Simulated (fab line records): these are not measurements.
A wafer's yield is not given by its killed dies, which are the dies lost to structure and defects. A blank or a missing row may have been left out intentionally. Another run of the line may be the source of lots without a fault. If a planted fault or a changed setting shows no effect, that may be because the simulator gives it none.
fab line records / flow berkeleyCmos170
[record] lots = 6 wafers = 17 lastDay = 12
route steps=331 shown NLDD@162 SPACER@171 PSD@175
lots untouched by any fault: they come from a run of this same line in which no faults occurred
startH: start of the lot's first displayed wafer, in hours after the record's first day / waitH: hours since the lot's step before / " as in the row above / L1.1+2: one row covering several wafers at once / - no value, or no start given / * or withheld: withheld / < > ~ a bound
route shown NAME@n: a module of which the file shows steps, and the number in the route of the first / usual: mean/standard deviation taken from wafers without a fault / same: alike in all rows / chamber/n: place in a boat / sites: the reading at each site / _std_site: standard deviation across them / _edge_site: inner sites' mean taken away from outer sites' mean / radiusMm: how far each site lies from the wafer's centre / mask NAME#n: copy n / behind: tool/chamber where the wafer was last shaped / hold: the reason the lot was held/the length of the hold in hours/how it ended / device: the n, p or np transistor that did not switch / end of line: at the end of the route, the tests of the same wafers / a step given without rows: its recipe and nothing more / killed: at the first sort, the dies lost to defects and structure; wafer yield is something else / map: shows each die of a wafer: x if killed, . if not, _ if none is there
set.NAME: the setting as run; set.NAME@STEP: as run at that earlier step / model.NAME: the simulator's own value behind a step, which no gauge read
lots at some steps of the route; a table a step, a row a wafer
services: the hour from which a tool's chamber was out of use, counted from the record's first day as startH (under 0 if before that day), plus the number of hours and why
[[steps]]
[step UCB170_NLDD_PEB_04]
[recipe] pebTempC = 130 pebTimeS = withheld resist = KrF
[step UCB170_NLDD_DEVELOP_05]
[recipe] developer = TMAH developTimeS = 45 resist = KrF devTempC = 21
[step UCB170_NLDD_CD_MEAS_06]
[recipe] targetCdNm = 1200
[usual] cdNm = 1199.7/1.6
lot.wafer=L388.1 tool=cdSem-02 chamber=- startH=154.36 waitH=- cdNm=1198.1
lot.wafer=L388.3 tool=cdSem-02 chamber=- startH=154.36 waitH=- cdNm=1198.5
lot.wafer=L388.6 tool=cdSem-02 chamber=- startH=154.36 waitH=- cdNm=1198.7
lot.wafer=L393.1 tool=cdSem-01 chamber=- startH=167.59 waitH=- cdNm=1197.9
lot.wafer=L393.2 tool=cdSem-01 chamber=- startH=167.59 waitH=- cdNm=1197.3
lot.wafer=L393.6 tool=cdSem-01 chamber=- startH=167.59 waitH=- cdNm=1198.7
lot.wafer=L399.1 tool=cdSem-02 chamber=- startH=193.79 waitH=- cdNm=1198.2
lot.wafer=L399.2 tool=cdSem-02 chamber=- startH=193.79 waitH=- cdNm=1199.3
lot.wafer=L399.5 tool=cdSem-02 chamber=- startH=193.79 waitH=- cdNm=1198.5
lot.wafer=L400.2 tool=cdSem-02 chamber=- startH=206.72 waitH=- cdNm=1198.8
lot.wafer=L400.3 tool=cdSem-02 chamber=- startH=206.72 waitH=- cdNm=1201.1
lot.wafer=L403.1 tool=cdSem-01 chamber=- startH=207.78 waitH=- cdNm=1197.8
lot.wafer=L403.3 tool=cdSem-01 chamber=- startH=207.78 waitH=- cdNm=1198.9
lot.wafer=L403.5 tool=cdSem-01 chamber=- startH=207.78 waitH=- cdNm=1197.8
lot.wafer=L408.1 tool=cdSem-01 chamber=- startH=241.19 waitH=- cdNm=1201.6
lot.wafer=L408.2 tool=cdSem-01 chamber=- startH=241.19 waitH=- cdNm=1200.4
lot.wafer=L408.4 tool=cdSem-01 chamber=- startH=241.19 waitH=- cdNm=1201.0
[step UCB170_NLDD_OVL_MEAS_07]
[usual] NLDD_OVL = 0/6.4
lot.wafer=L388.1 tool=overlay-01 chamber=- startH=154.48 waitH=0.1 NLDD_OVL[nm]=-2
lot.wafer=L388.3 tool=overlay-01 chamber=- startH=154.48 waitH=0.1 NLDD_OVL[nm]=-1
lot.wafer=L388.6 tool=overlay-01 chamber=- startH=154.48 waitH=0.1 NLDD_OVL[nm]=11
lot.wafer=L393.1 tool=overlay-01 chamber=- startH=167.71 waitH=0.1 NLDD_OVL[nm]=4
lot.wafer=L393.2 tool=overlay-01 chamber=- startH=167.71 waitH=0.1 NLDD_OVL[nm]=4
lot.wafer=L393.6 tool=overlay-01 chamber=- startH=167.71 waitH=0.1 NLDD_OVL[nm]=12
lot.wafer=L399.1 tool=overlay-01 chamber=- startH=193.91 waitH=0.1 NLDD_OVL[nm]=4
lot.wafer=L399.2 tool=overlay-01 chamber=- startH=193.91 waitH=0.1 NLDD_OVL[nm]=3
lot.wafer=L399.5 tool=overlay-01 chamber=- startH=193.91 waitH=0.1 NLDD_OVL[nm]=7
lot.wafer=L400.2 tool=overlay-02 chamber=- startH=206.83 waitH=0.1 NLDD_OVL[nm]=4
lot.wafer=L400.3 tool=overlay-02 chamber=- startH=206.83 waitH=0.1 NLDD_OVL[nm]=2
lot.wafer=L403.1 tool=overlay-01 chamber=- startH=207.90 waitH=0.1 NLDD_OVL[nm]=1
lot.wafer=L403.3 tool=overlay-01 chamber=- startH=207.90 waitH=0.1 NLDD_OVL[nm]=7
lot.wafer=L403.5 tool=overlay-01 chamber=- startH=207.90 waitH=0.1 NLDD_OVL[nm]=-6
lot.wafer=L408.1 tool=overlay-02 chamber=- startH=241.31 waitH=0.1 NLDD_OVL[nm]=12
lot.wafer=L408.2 tool=overlay-02 chamber=- startH=241.31 waitH=0.1 NLDD_OVL[nm]=7
lot.wafer=L408.4 tool=overlay-02 chamber=- startH=241.31 waitH=0.1 NLDD_OVL[nm]=6
[step UCB170_NLDD_IMPLANT_08]
[recipe] species = As doseCm2 = 5e+13 energyKev = 30 tiltDeg = 7 rotationDeg = 0
[step UCB170_NLDD_IMPLANT_09]
[recipe] species = As doseCm2 = 5e+13 energyKev = 30 tiltDeg = 7 rotationDeg = 180
[step UCB170_NLDD_STRIP_10]
[recipe] chemistry = O2 powerW = 400 pressureMtorr = 3500 platenTempC = withheld o2FlowSccm = 400 overashFraction = 0.5
[usual] drypumpMotorCurrentA = 5.40/0.23 oesProductAu = 0.734/0.0045 stripTimeToEndpointS = 21.64/0.068
lot.wafer=L388.1 tool=plasmaAsher-04 chamber=1 startH=154.81 waitH=0.1 drypumpMotorCurrentA=4.99 oesProductAu=0.742 rfHoursCounterH=46 stripTimeToEndpointS=21.63
lot.wafer=L388.3 tool=plasmaAsher-04 chamber=0 startH=154.81 waitH=0.1 drypumpMotorCurrentA=5.34 oesProductAu=0.737 rfHoursCounterH=- stripTimeToEndpointS=21.71
lot.wafer=L388.6 tool=plasmaAsher-04 chamber=0 startH=154.81 waitH=0.1 drypumpMotorCurrentA=5.34 oesProductAu=0.739 rfHoursCounterH=- stripTimeToEndpointS=21.66
lot.wafer=L393.1 tool=plasmaAsher-04 chamber=0 startH=168.05 waitH=0.1 drypumpMotorCurrentA=5.34 oesProductAu=0.736 rfHoursCounterH=48 stripTimeToEndpointS=21.73
lot.wafer=L393.2 tool=plasmaAsher-04 chamber=1 startH=168.05 waitH=0.1 drypumpMotorCurrentA=5.01 oesProductAu=0.740 rfHoursCounterH=48 stripTimeToEndpointS=21.74
lot.wafer=L393.6 tool=plasmaAsher-04 chamber=1 startH=168.05 waitH=0.1 drypumpMotorCurrentA=4.99 oesProductAu=0.728 rfHoursCounterH=- stripTimeToEndpointS=21.81
lot.wafer=L399.1 tool=plasmaAsher-04 chamber=1 startH=194.24 waitH=0.1 drypumpMotorCurrentA=5.01 oesProductAu=0.732 rfHoursCounterH=52 stripTimeToEndpointS=21.68
lot.wafer=L399.2 tool=plasmaAsher-04 chamber=0 startH=194.24 waitH=0.1 drypumpMotorCurrentA=5.33 oesProductAu=0.735 rfHoursCounterH=52 stripTimeToEndpointS=21.67
lot.wafer=L399.5 tool=plasmaAsher-04 chamber=0 startH=194.24 waitH=0.1 drypumpMotorCurrentA=5.34 oesProductAu=0.742 rfHoursCounterH=- stripTimeToEndpointS=21.63
lot.wafer=L400.2 tool=plasmaAsher-03 chamber=0 startH=207.16 waitH=0.1 drypumpMotorCurrentA=5.74 oesProductAu=0.729 rfHoursCounterH=50 stripTimeToEndpointS=21.63
lot.wafer=L400.3 tool=plasmaAsher-03 chamber=0 startH=207.16 waitH=0.1 drypumpMotorCurrentA=5.70 oesProductAu=0.736 rfHoursCounterH=- stripTimeToEndpointS=21.63
lot.wafer=L403.1 tool=plasmaAsher-03 chamber=0 startH=208.23 waitH=0.1 drypumpMotorCurrentA=5.76 oesProductAu=0.728 rfHoursCounterH=50 stripTimeToEndpointS=21.66
lot.wafer=L403.3 tool=plasmaAsher-03 chamber=0 startH=208.23 waitH=0.1 drypumpMotorCurrentA=5.73 oesProductAu=0.729 rfHoursCounterH=- stripTimeToEndpointS=21.68
lot.wafer=L403.5 tool=plasmaAsher-03 chamber=0 startH=208.23 waitH=0.1 drypumpMotorCurrentA=5.75 oesProductAu=0.732 rfHoursCounterH=- stripTimeToEndpointS=21.65
lot.wafer=L408.1 tool=plasmaAsher-04 chamber=1 startH=241.65 waitH=0.1 drypumpMotorCurrentA=5.01 oesProductAu=0.732 rfHoursCounterH=58 stripTimeToEndpointS=21.68
lot.wafer=L408.2 tool=plasmaAsher-04 chamber=0 startH=241.65 waitH=0.1 drypumpMotorCurrentA=5.35 oesProductAu=0.737 rfHoursCounterH=58 stripTimeToEndpointS=21.66
lot.wafer=L408.4 tool=plasmaAsher-04 chamber=0 startH=241.65 waitH=0.1 drypumpMotorCurrentA=5.35 oesProductAu=0.731 rfHoursCounterH=- stripTimeToEndpointS=21.66
[step UCB170_NLDD_TW_MEAS_11]
[usual] NLDD_TW = 2229/33
lot.wafer=L388.1 tool=filmMetro-04 chamber=- startH=154.91 waitH=0.1 NLDD_TW=2264
lot.wafer=L388.3 tool=filmMetro-04 chamber=- startH=154.91 waitH=0.1 NLDD_TW=2254
lot.wafer=L388.6 tool=filmMetro-04 chamber=- startH=154.91 waitH=0.1 NLDD_TW=2266
lot.wafer=L393.1 tool=filmMetro-04 chamber=- startH=168.16 waitH=0.1 NLDD_TW=2263
lot.wafer=L393.2 tool=filmMetro-04 chamber=- startH=168.16 waitH=0.1 NLDD_TW=2261
lot.wafer=L393.6 tool=filmMetro-04 chamber=- startH=168.16 waitH=0.1 NLDD_TW=2267
lot.wafer=L399.1 tool=filmMetro-04 chamber=- startH=194.34 waitH=0.1 NLDD_TW=2255
lot.wafer=L399.2 tool=filmMetro-04 chamber=- startH=194.34 waitH=0.1 NLDD_TW=2262
lot.wafer=L399.5 tool=filmMetro-04 chamber=- startH=194.34 waitH=0.1 NLDD_TW=2248
lot.wafer=L400.2 tool=filmMetro-01 chamber=- startH=207.27 waitH=0.1 NLDD_TW=2186
lot.wafer=L400.3 tool=filmMetro-01 chamber=- startH=207.27 waitH=0.1 NLDD_TW=2184
lot.wafer=L403.1 tool=filmMetro-04 chamber=- startH=208.33 waitH=0.1 NLDD_TW=2240
lot.wafer=L403.3 tool=filmMetro-04 chamber=- startH=208.33 waitH=0.1 NLDD_TW=2250
lot.wafer=L403.5 tool=filmMetro-04 chamber=- startH=208.33 waitH=0.1 NLDD_TW=2257
lot.wafer=L408.1 tool=filmMetro-03 chamber=- startH=241.75 waitH=0.1 NLDD_TW=2237
lot.wafer=L408.2 tool=filmMetro-03 chamber=- startH=241.75 waitH=0.1 NLDD_TW=2237
lot.wafer=L408.4 tool=filmMetro-03 chamber=- startH=241.75 waitH=0.1 NLDD_TW=2231
[step UCB170_NLDD_CLEAN_12]
[recipe] chemistry = SPM tempC = 120 timeS = 600
[step UCB170_SPACER_CVD_00]
[recipe] material = SiO2 targetThkNm = 376 tempC = 390 precursor = TEOS/O2 timeS = 47 rfW = 550 pressureMtorr = 9000
[usual] heaterPowerW = 258/61
lot.wafer=L388.1 tool=pecvd-04 chamber=2 startH=155.15 waitH=0.0 heaterPowerW=284
lot.wafer=L388.3 tool=pecvd-04 chamber=1 startH=155.15 waitH=0.0 heaterPowerW=289
lot.wafer=L388.6 tool=pecvd-04 chamber=1 startH=155.15 waitH=0.0 heaterPowerW=304
lot.wafer=L393.1 tool=pecvd-04 chamber=0 startH=168.40 waitH=0.0 heaterPowerW=358
lot.wafer=L393.2 tool=pecvd-04 chamber=1 startH=168.40 waitH=0.0 heaterPowerW=234
lot.wafer=L393.6 tool=pecvd-04 chamber=0 startH=168.40 waitH=0.0 heaterPowerW=257
lot.wafer=L399.1 tool=pecvd-02 chamber=1 startH=194.58 waitH=0.0 heaterPowerW=179
lot.wafer=L399.2 tool=pecvd-02 chamber=2 startH=194.58 waitH=0.0 heaterPowerW=224
lot.wafer=L399.5 tool=pecvd-02 chamber=0 startH=194.58 waitH=0.0 heaterPowerW=370
lot.wafer=L400.2 tool=pecvd-02 chamber=2 startH=207.49 waitH=0.0 heaterPowerW=215
lot.wafer=L400.3 tool=pecvd-02 chamber=1 startH=207.49 waitH=0.0 heaterPowerW=173
lot.wafer=L403.1 tool=pecvd-01 chamber=2 startH=208.57 waitH=0.0 heaterPowerW=224
lot.wafer=L403.3 tool=pecvd-01 chamber=1 startH=208.57 waitH=0.0 heaterPowerW=247
lot.wafer=L403.5 tool=pecvd-01 chamber=1 startH=208.57 waitH=0.0 heaterPowerW=261
lot.wafer=L408.1 tool=pecvd-01 chamber=1 startH=242.01 waitH=0.0 heaterPowerW=275
lot.wafer=L408.2 tool=pecvd-01 chamber=0 startH=242.01 waitH=0.0 heaterPowerW=187
lot.wafer=L408.4 tool=pecvd-01 chamber=0 startH=242.01 waitH=0.0 heaterPowerW=211
[step UCB170_SPACER_THK_MEAS_01]
[recipe] reads = SiO2_of_SPACER_CVD_00
[usual] SPACER_TEOS_THK = 377/4.9
lot.wafer=L388.1 tool=filmMetro-04 chamber=- startH=155.19 waitH=0.0 SPACER_TEOS_THK[nm]=371
lot.wafer=L388.3 tool=filmMetro-04 chamber=- startH=155.19 waitH=0.0 SPACER_TEOS_THK[nm]=371
lot.wafer=L388.6 tool=filmMetro-04 chamber=- startH=155.19 waitH=0.0 SPACER_TEOS_THK[nm]=374
lot.wafer=L393.1 tool=filmMetro-04 chamber=- startH=168.44 waitH=0.0 SPACER_TEOS_THK[nm]=374
lot.wafer=L393.2 tool=filmMetro-04 chamber=- startH=168.44 waitH=0.0 SPACER_TEOS_THK[nm]=373
lot.wafer=L393.6 tool=filmMetro-04 chamber=- startH=168.44 waitH=0.0 SPACER_TEOS_THK[nm]=374
lot.wafer=L399.1 tool=filmMetro-01 chamber=- startH=194.62 waitH=0.0 SPACER_TEOS_THK[nm]=375
lot.wafer=L399.2 tool=filmMetro-01 chamber=- startH=194.62 waitH=0.0 SPACER_TEOS_THK[nm]=376
lot.wafer=L399.5 tool=filmMetro-01 chamber=- startH=194.62 waitH=0.0 SPACER_TEOS_THK[nm]=383
lot.wafer=L400.2 tool=filmMetro-04 chamber=- startH=207.55 waitH=0.0 SPACER_TEOS_THK[nm]=371
lot.wafer=L400.3 tool=filmMetro-04 chamber=- startH=207.55 waitH=0.0 SPACER_TEOS_THK[nm]=368
lot.wafer=L403.1 tool=filmMetro-01 chamber=- startH=208.61 waitH=0.0 SPACER_TEOS_THK[nm]=375
lot.wafer=L403.3 tool=filmMetro-01 chamber=- startH=208.61 waitH=0.0 SPACER_TEOS_THK[nm]=375
lot.wafer=L403.5 tool=filmMetro-01 chamber=- startH=208.61 waitH=0.0 SPACER_TEOS_THK[nm]=381
lot.wafer=L408.1 tool=filmMetro-02 chamber=- startH=242.07 waitH=0.0 SPACER_TEOS_THK[nm]=376
lot.wafer=L408.2 tool=filmMetro-02 chamber=- startH=242.07 waitH=0.0 SPACER_TEOS_THK[nm]=376
lot.wafer=L408.4 tool=filmMetro-02 chamber=- startH=242.07 waitH=0.0 SPACER_TEOS_THK[nm]=378
[step UCB170_SPACER_ANNEAL_02]
[recipe] tempC = 900 timeS = 1800 ambient = N2
[step UCB170_SPACER_ETCHBACK_03]
[recipe] stopOn = Si target = SiO2 chemistry = CHF3/CF4/Ar CHF3_flow_sccm = 50 cf4FlowSccm = 10 Ar_flow_sccm = 120 pressureMtorr = 200 rfW = 500 targetDepthA = 3760 timeS = 100
[usual] CHF3_flow_sccm = 49.98/0.17 drypumpMotorCurrentA = 5.6/0.43 oesProductAu = 0.905/0.016 throttleValvePct = 6.43/0.082
lot.wafer=L388.1 tool=rieDiel-02 chamber=0 startH=160.08 waitH=0.0 CHF3_flow_sccm=50.15 drypumpMotorCurrentA=5.9 oesProductAu=0.903 rfHoursCounterH=130 throttleValvePct=6.41 model.etch.depthNm=370.5
lot.wafer=L388.3 tool=rieDiel-02 chamber=3 startH=160.08 waitH=0.0 CHF3_flow_sccm=50.23 drypumpMotorCurrentA=5.5 oesProductAu=0.900 rfHoursCounterH=110 throttleValvePct=6.52 model.etch.depthNm=371.1
lot.wafer=L388.6 tool=rieDiel-02 chamber=0 startH=160.08 waitH=0.0 CHF3_flow_sccm=50.11 drypumpMotorCurrentA=5.9 oesProductAu=0.913 rfHoursCounterH=- throttleValvePct=6.41 model.etch.depthNm=374
lot.wafer=L393.1 tool=rieDiel-04 chamber=2 startH=171.32 waitH=0.0 CHF3_flow_sccm=50.21 drypumpMotorCurrentA=5.8 oesProductAu=0.899 rfHoursCounterH=5 throttleValvePct=6.57 model.etch.depthNm=373.9
lot.wafer=L393.2 tool=rieDiel-04 chamber=0 startH=171.32 waitH=0.0 CHF3_flow_sccm=49.68 drypumpMotorCurrentA=6.3 oesProductAu=0.888 rfHoursCounterH=142 throttleValvePct=6.36 model.etch.depthNm=372.8
lot.wafer=L393.6 tool=rieDiel-04 chamber=3 startH=171.32 waitH=0.0 CHF3_flow_sccm=50.05 drypumpMotorCurrentA=5.5 oesProductAu=0.912 rfHoursCounterH=- throttleValvePct=6.47 model.etch.depthNm=373.7
lot.wafer=L399.1 tool=rieDiel-04 chamber=0 startH=203.91 waitH=0.0 CHF3_flow_sccm=49.54 drypumpMotorCurrentA=6.3 oesProductAu=0.770 rfHoursCounterH=143 throttleValvePct=6.36 model.etch.depthNm=303.7
lot.wafer=L399.2 tool=rieDiel-04 chamber=2 startH=203.91 waitH=0.0 CHF3_flow_sccm=49.83 drypumpMotorCurrentA=5.8 oesProductAu=0.910 rfHoursCounterH=6 throttleValvePct=6.58 model.etch.depthNm=376.4
lot.wafer=L399.5 tool=rieDiel-04 chamber=0 startH=203.91 waitH=0.0 CHF3_flow_sccm=49.66 drypumpMotorCurrentA=6.3 oesProductAu=0.765 rfHoursCounterH=- throttleValvePct=6.34 model.etch.depthNm=301.5
lot.wafer=L400.2 tool=rieDiel-04 chamber=3 startH=213.07 waitH=0.0 CHF3_flow_sccm=50.14 drypumpMotorCurrentA=5.5 oesProductAu=0.907 rfHoursCounterH=145 throttleValvePct=6.48 model.etch.depthNm=371
lot.wafer=L400.3 tool=rieDiel-04 chamber=0 startH=213.07 waitH=0.0 CHF3_flow_sccm=49.82 drypumpMotorCurrentA=6.3 oesProductAu=0.760 rfHoursCounterH=143 throttleValvePct=6.36 model.etch.depthNm=299.2
lot.wafer=L403.1 tool=rieDiel-01 chamber=3 startH=213.07 waitH=0.0 CHF3_flow_sccm=49.83 drypumpMotorCurrentA=5.3 oesProductAu=0.902 rfHoursCounterH=60 throttleValvePct=6.35 model.etch.depthNm=375
lot.wafer=L403.3 tool=rieDiel-01 chamber=0 startH=213.07 waitH=0.0 CHF3_flow_sccm=50.05 drypumpMotorCurrentA=5.5 oesProductAu=0.917 rfHoursCounterH=28 throttleValvePct=6.44 model.etch.depthNm=375.2
lot.wafer=L403.5 tool=rieDiel-01 chamber=1 startH=213.07 waitH=0.0 CHF3_flow_sccm=50.08 drypumpMotorCurrentA=4.8 oesProductAu=0.899 rfHoursCounterH=- throttleValvePct=6.55 model.etch.depthNm=380.4
lot.wafer=L408.1 tool=rieDiel-01 chamber=3 startH=246.20 waitH=0.0 CHF3_flow_sccm=50.07 drypumpMotorCurrentA=5.4 oesProductAu=0.904 rfHoursCounterH=62 throttleValvePct=6.35 model.etch.depthNm=375.6
lot.wafer=L408.2 tool=rieDiel-01 chamber=2 startH=246.20 waitH=0.0 CHF3_flow_sccm=49.86 drypumpMotorCurrentA=5.9 oesProductAu=0.930 rfHoursCounterH=130 throttleValvePct=6.43 model.etch.depthNm=376.3
lot.wafer=L408.4 tool=rieDiel-01 chamber=1 startH=246.20 waitH=0.0 CHF3_flow_sccm=50.18 drypumpMotorCurrentA=4.8 oesProductAu=0.895 rfHoursCounterH=3 throttleValvePct=6.56 model.etch.depthNm=377.8
[step UCB170_PSD_HMDS_00]
[recipe] primeTimeS = 60 primeTempC = 100
[[services]]
tool=pecvd-01 chamber=- startH=142.82 hours=2.8 kind=pm
tool=rieDiel-04 chamber=2 startH=155.25 hours=5.1 kind=repair
tool=rieDiel-01 chamber=1 startH=164.35 hours=- kind=clean
tool=rieDiel-01 chamber=1 startH=164.35 hours=16.4 kind=scheduledDown
tool=rieDiel-01 chamber=1 startH=164.35 hours=16.4 kind=ventCycle
tool=plasmaAsher-03 chamber=- startH=171.33 hours=14.6 kind=pm
tool=rieDiel-02 chamber=0 startH=198.50 hours=2.6 kind=repair
tool=pecvd-04 chamber=1 startH=212.27 hours=8.2 kind=repair
tool=rieDiel-04 chamber=3 startH=214.38 hours=3.5 kind=repair
tool=rieDiel-04 chamber=3 startH=217.83 hours=- kind=clean
tool=rieDiel-04 chamber=3 startH=217.83 hours=36.1 kind=scheduledDown
tool=rieDiel-04 chamber=3 startH=217.83 hours=36.1 kind=ventCycle
tool=pecvd-02 chamber=2 startH=225.55 hours=6.3 kind=repair
tool=rieDiel-02 chamber=1 startH=228.53 hours=3.8 kind=repair
tool=pecvd-02 chamber=1 startH=232.63 hours=6.5 kind=repair
tool=pecvd-01 chamber=2 startH=238.70 hours=4.2 kind=repair
tool=pecvd-04 chamber=2 startH=241.12 hours=22.3 kind=repair
tool=pecvd-01 chamber=- startH=242.50 hours=14.0 kind=pm
tool=pecvd-01 chamber=0 startH=242.50 hours=14.0 kind=ventCycle
tool=pecvd-01 chamber=1 startH=242.50 hours=14.0 kind=ventCycle
tool=pecvd-01 chamber=2 startH=242.50 hours=14.0 kind=ventCycle
[[key]]
[firstSign] step = UCB170_SPACER_ETCHBACK_03 reading = oesProductAu direction = down sigmas = 8.7 usual = 0.905 struck = 0.765
effect none on later readings
[modelEffect] step = UCB170_SPACER_ETCHBACK_03 value = etch.depthNm without = 375.1 struck = 301.5
metAt UCB170_SPACER_ETCHBACK_03
struckWafers L399.1,L399.5,L400.3
laterRowsLeftOut L399.1,L399.5,L400.3
sortLeftOut L399.1,L399.5,L400.3
testerLeftOut L399,L400
[fault] kind = processParameterDrift tool = rieDiel-04 chamber = 0 onsetH = 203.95 steps = UCB170_SPACER_ETCHBACK_03 channel = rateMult offset = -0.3 shape = step endH = 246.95
// testerLeftOut: of these lots the tester's yield and bins aren't shown, on N5 and GAA mostly nor the transistor test; their killed dies are dies lost to structure and defects alone, not to doping, threshold or leakage, so they don't give the yield
// sortLeftOut: the simulated sort isn't trusted on such a fault, so these wafers' sort isn't shown, and their yield isn't known
// laterRowsLeftOut: the simulator's readings of these wafers behind a module that went badly wrong aren't trusted and aren't shown, but for the sort
